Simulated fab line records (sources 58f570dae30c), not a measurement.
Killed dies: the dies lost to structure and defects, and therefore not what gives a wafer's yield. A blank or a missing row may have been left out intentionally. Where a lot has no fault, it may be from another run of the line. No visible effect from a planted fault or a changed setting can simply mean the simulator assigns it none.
Which of the tools did it? :: flow berkeley-cmos170 :: 42 wafers from 14 lots sampled at 4 of the route's 331 steps

WHAT THE GAUGES SHOWED, per wafer
UCB170_V1_OVL_MEAS_13. Usual: V1_OVL gives -1 nm (standard deviation 6.4).
lot: L968
measured: day 9 08:25
on: overlay-01
V1_OVL (nm): 3 -6 3
flag: 

lot: L966
measured: day 9 12:50
on: overlay-01
V1_OVL (nm): 12 8 7
flag: 

lot: L970
measured: day 10 04:28
on: overlay-01
V1_OVL (nm): 1 6 8
flag: 

lot: L969
measured: day 10 04:44
on: overlay-01
V1_OVL (nm): -2 -3 3
flag: 

lot: L971
measured: day 10 09:27
on: overlay-02
V1_OVL (nm): 3 -3 2
flag: 

lot: L973
measured: day 10 17:16
on: overlay-01
V1_OVL (nm): -5 -3 -6
flag: 

lot: L976
measured: day 11 03:17
on: overlay-01
V1_OVL (nm): 6 9 -2
flag: 

lot: L977
measured: day 11 16:16
on: overlay-02
V1_OVL (nm): -9 -12 -7
flag: 

lot: L979
measured: day 12 09:10
on: overlay-01
V1_OVL (nm): -12 -5 1
flag: 

lot: L980
measured: day 12 09:24
on: overlay-02
V1_OVL (nm): 4 1 6
flag: 

lot: L981
measured: day 12 09:31
on: overlay-02
V1_OVL (nm): -10 -9 1
flag: 

lot: L982
measured: day 13 01:05
on: overlay-01
V1_OVL (nm): -13 -11 -10
flag: 

lot: L984
measured: day 13 02:59
on: overlay-01
V1_OVL (nm): -4 0 -1
flag: 

lot: L983
measured: day 13 04:08
on: overlay-01
V1_OVL (nm): 3 -7 1
flag: 

UCB170_M3_CD_MEAS_15 targets a cd of 700 nm. Usual: 699.8 nm for cd-nm, sd 1.2.
lot: L968
measured: day 9 16:44
on: cd-sem-01
cd-nm (nm): 701.0 701.6 701.4
flag: 

lot: L966
measured: day 9 22:40
on: cd-sem-01
cd-nm (nm): 700.6 699.9 699.4
flag: 

lot: L970
measured: day 10 13:30
on: cd-sem-02
cd-nm (nm): 702.2 701.1 702.5
flag: 

lot: L969
measured: day 10 14:02
on: cd-sem-02
cd-nm (nm): 699.8 700.0 700.0
flag: 

lot: L971
measured: day 10 17:59
on: cd-sem-02
cd-nm (nm): 698.2 697.0 700.2
flag: 

lot: L973
measured: day 11 01:16
on: cd-sem-02
cd-nm (nm): 700.9 700.8 700.7
flag: 

lot: L976
measured: day 11 10:52
on: cd-sem-02
cd-nm (nm): 699.0 697.9 698.7
flag: 

lot: L977
measured: day 12 03:12
on: cd-sem-01
cd-nm (nm): 699.0 697.6 698.5
flag: 

lot: L979
measured: day 12 21:23
on: cd-sem-02
cd-nm (nm): 699.6 699.1 698.5
flag: 

lot: L980
measured: day 12 21:25
on: cd-sem-01
cd-nm (nm): 700.0 700.3 699.2
flag: 

lot: L981
measured: day 12 21:35
on: cd-sem-02
cd-nm (nm): 699.3 697.7 697.9
flag: 

lot: L982
measured: day 13 10:02
on: cd-sem-01
cd-nm (nm): 700.5 700.4 700.4
flag: 

lot: L984
measured: day 13 14:40
on: cd-sem-02
cd-nm (nm): 702.4 700.6 700.8
flag: 

lot: L983
measured: day 13 14:54
on: cd-sem-01
cd-nm (nm): 699.2 698.5 699.1
flag: 

WHAT TOOL EACH LOT RAN ON (gives the tool, then ch and the chambers of the sampled wafers, and finally the start)
lot: L968
UCB170_PSD_EXPOSE_03: krf-scanner-02 ch 0, day 8 14:31
UCB170_CONTACT_STRIP_06: plasma-asher-04 ch 0,1, day 9 00:46

lot: L966
UCB170_PSD_EXPOSE_03: krf-scanner-02 ch 0, day 8 15:07
UCB170_CONTACT_STRIP_06: plasma-asher-04 ch 0,1, day 9 03:04

lot: L970
UCB170_PSD_EXPOSE_03: krf-scanner-02 ch 0, day 9 06:49
UCB170_CONTACT_STRIP_06: plasma-asher-04 ch 0,1, day 9 17:46

lot: L969
UCB170_PSD_EXPOSE_03: krf-scanner-01 ch 0, day 9 07:06
UCB170_CONTACT_STRIP_06: plasma-asher-04 ch 0,1, day 9 19:11

lot: L971
UCB170_PSD_EXPOSE_03: krf-scanner-01, day 9 12:51
UCB170_CONTACT_STRIP_06: plasma-asher-03 ch 0,1, day 10 01:16

lot: L973
UCB170_PSD_EXPOSE_03: krf-scanner-02, day 9 22:08
UCB170_CONTACT_STRIP_06: plasma-asher-04 ch 0, day 10 06:26

lot: L976
UCB170_PSD_EXPOSE_03: krf-scanner-01 ch 0, day 10 09:40
UCB170_CONTACT_STRIP_06: plasma-asher-04 ch 0,1, day 10 20:00

lot: L977
UCB170_PSD_EXPOSE_03: krf-scanner-01 ch 0, day 10 20:44
UCB170_CONTACT_STRIP_06: plasma-asher-01 ch 0,1, day 11 05:04

lot: L979
UCB170_PSD_EXPOSE_03: krf-scanner-02 ch 0, day 11 08:59
UCB170_CONTACT_STRIP_06: plasma-asher-01 ch 0,1, day 11 22:14

lot: L980
UCB170_PSD_EXPOSE_03: krf-scanner-01 ch 0, day 11 09:14
UCB170_CONTACT_STRIP_06: plasma-asher-03 ch 0,1, day 11 21:47

lot: L981
UCB170_PSD_EXPOSE_03: krf-scanner-01 ch 0, day 11 09:19
UCB170_CONTACT_STRIP_06: plasma-asher-03 ch 0,1, day 11 22:02

lot: L982
UCB170_PSD_EXPOSE_03: krf-scanner-01 ch 0, day 12 02:55
UCB170_CONTACT_STRIP_06: plasma-asher-04 ch 0,1, day 12 14:58

lot: L984
UCB170_PSD_EXPOSE_03: krf-scanner-02 ch 0, day 12 03:09
UCB170_CONTACT_STRIP_06: plasma-asher-04 ch 1, day 12 15:05

lot: L983
UCB170_PSD_EXPOSE_03: krf-scanner-01 ch 0, day 12 03:23
UCB170_CONTACT_STRIP_06: plasma-asher-01 ch 0,1, day 12 17:23
- UCB170_PSD_EXPOSE_03: exposes mask PSELECT MOD, target cd 1200 nm.
- UCB170_CONTACT_STRIP_06: strips in O2.

AS READ BY THE TOOLS THEMSELVES (means over the sampled wafers that have a number; for cases with no such wafer, the mark the record gives instead)
UCB170_PSD_EXPOSE_03. Usual: exposure-dose-mJ-cm2 30.00, standard deviation 0.033; focus-offset-nm 0.1 nm, standard deviation 0.49; stage-vel-mm-s 499.98 mm/s, standard deviation 0.27.
lot: L968
tool: krf-scanner-02
exposure-dose-mJ-cm2: 29.98
focus-offset-nm (nm): 0.2
stage-vel-mm-s (mm/s): 500.22
flag: 

lot: L966
tool: krf-scanner-02
exposure-dose-mJ-cm2: 29.98
focus-offset-nm (nm): 0.3
stage-vel-mm-s (mm/s): 500.03
flag: 

lot: L970
tool: krf-scanner-02
exposure-dose-mJ-cm2: 29.98
focus-offset-nm (nm): -0.6
stage-vel-mm-s (mm/s): 499.62
flag: 

lot: L969
tool: krf-scanner-01
exposure-dose-mJ-cm2: 29.98
focus-offset-nm (nm): 0.1
stage-vel-mm-s (mm/s): 499.75
flag: 

lot: L971
tool: krf-scanner-01
exposure-dose-mJ-cm2: -
focus-offset-nm (nm): -
stage-vel-mm-s (mm/s): -
flag: OFF

lot: L973
tool: krf-scanner-02
exposure-dose-mJ-cm2: -
focus-offset-nm (nm): -
stage-vel-mm-s (mm/s): -
flag: OFF

lot: L976
tool: krf-scanner-01
exposure-dose-mJ-cm2: 29.98
focus-offset-nm (nm): -0.3
stage-vel-mm-s (mm/s): 499.87
flag: 

lot: L977
tool: krf-scanner-01
exposure-dose-mJ-cm2: 30.01
focus-offset-nm (nm): 0.8
stage-vel-mm-s (mm/s): 499.84
flag: 

lot: L979
tool: krf-scanner-02
exposure-dose-mJ-cm2: 30.02
focus-offset-nm (nm): -0.1
stage-vel-mm-s (mm/s): 500.07
flag: 

lot: L980
tool: krf-scanner-01
exposure-dose-mJ-cm2: 30.04
focus-offset-nm (nm): 0.0
stage-vel-mm-s (mm/s): 499.87
flag: 

lot: L981
tool: krf-scanner-01
exposure-dose-mJ-cm2: 30.00
focus-offset-nm (nm): -0.3
stage-vel-mm-s (mm/s): 499.73
flag: 

lot: L982
tool: krf-scanner-01
exposure-dose-mJ-cm2: 30.03
focus-offset-nm (nm): 0.2
stage-vel-mm-s (mm/s): 500.00
flag: 

lot: L984
tool: krf-scanner-02
exposure-dose-mJ-cm2: 30.01
focus-offset-nm (nm): 0.1
stage-vel-mm-s (mm/s): 500.05
flag: 

lot: L983
tool: krf-scanner-01
exposure-dose-mJ-cm2: 29.96
focus-offset-nm (nm): -0.3
stage-vel-mm-s (mm/s): 500.38
flag: 

UCB170_CONTACT_STRIP_06. Usual: drypump-motor-current-A 6.01 A, standard deviation 0.26; oes-product-au 0.734 a.u., standard deviation 0.0041; strip-time-to-endpoint-s 21.95 s, standard deviation 0.06.
lot: L968
tool: plasma-asher-04
drypump-motor-current-A (A): 6.09
oes-product-au (a.u.): 0.730
strip-time-to-endpoint-s (s): 21.95
flag: 

lot: L966
tool: plasma-asher-04
drypump-motor-current-A (A): 6.15
oes-product-au (a.u.): 0.735
strip-time-to-endpoint-s (s): 21.87
flag: 

lot: L970
tool: plasma-asher-04
drypump-motor-current-A (A): 6.13
oes-product-au (a.u.): 0.732
strip-time-to-endpoint-s (s): 21.97
flag: 

lot: L969
tool: plasma-asher-04
drypump-motor-current-A (A): 6.11
oes-product-au (a.u.): 0.735
strip-time-to-endpoint-s (s): 21.94
flag: 

lot: L971
tool: plasma-asher-03
drypump-motor-current-A (A): 5.81
oes-product-au (a.u.): 0.734
strip-time-to-endpoint-s (s): 21.96
flag: 

lot: L973
tool: plasma-asher-04
drypump-motor-current-A (A): 6.18
oes-product-au (a.u.): 0.733
strip-time-to-endpoint-s (s): 21.91
flag: 

lot: L976
tool: plasma-asher-04
drypump-motor-current-A (A): 6.16
oes-product-au (a.u.): 0.731
strip-time-to-endpoint-s (s): 21.86
flag: 

lot: L977
tool: plasma-asher-01
drypump-motor-current-A (A): 6.12
oes-product-au (a.u.): 0.736
strip-time-to-endpoint-s (s): 21.82
flag: 

lot: L979
tool: plasma-asher-01
drypump-motor-current-A (A): 6.14
oes-product-au (a.u.): 0.736
strip-time-to-endpoint-s (s): 21.94
flag: 

lot: L980
tool: plasma-asher-03
drypump-motor-current-A (A): 5.79
oes-product-au (a.u.): 0.732
strip-time-to-endpoint-s (s): 21.95
flag: 

lot: L981
tool: plasma-asher-03
drypump-motor-current-A (A): 5.95
oes-product-au (a.u.): 0.733
strip-time-to-endpoint-s (s): 21.95
flag: 

lot: L982
tool: plasma-asher-04
drypump-motor-current-A (A): 6.09
oes-product-au (a.u.): 0.731
strip-time-to-endpoint-s (s): 21.94
flag: 

lot: L984
tool: plasma-asher-04
drypump-motor-current-A (A): 6.09
oes-product-au (a.u.): 0.733
strip-time-to-endpoint-s (s): 22.03
flag: 

lot: L983
tool: plasma-asher-01
drypump-motor-current-A (A): 6.12
oes-product-au (a.u.): 0.730
strip-time-to-endpoint-s (s): 22.07
flag: 

THE ANSWER, worked out from the rows above alone
Rule: a lot counts as off when the mean over its wafers that have a number is more than 3 standard deviations away from the usual mean. A lot without any number at a reading at which 4 lots or more have one is off too. Any other lot the step has rows for is counted as sound. Order of review: gauges by route order, followed by the tools' own readings, for which a lot's mean as printed above is used. At the first step where some lot is off, the reading lying furthest off is the one used; lots without a number count as furthest.
Off at UCB170_PSD_EXPOSE_03 (exposure-dose-mJ-cm2): L971, L973. Without a number there: L971, L973.
If a tool, at that step or one of the process steps before it, ran each lot that is off and ran no sound lot following the first of them, it fits. No candidate that was tried fits.

WHAT THE SIMULATOR HAD PUT IN
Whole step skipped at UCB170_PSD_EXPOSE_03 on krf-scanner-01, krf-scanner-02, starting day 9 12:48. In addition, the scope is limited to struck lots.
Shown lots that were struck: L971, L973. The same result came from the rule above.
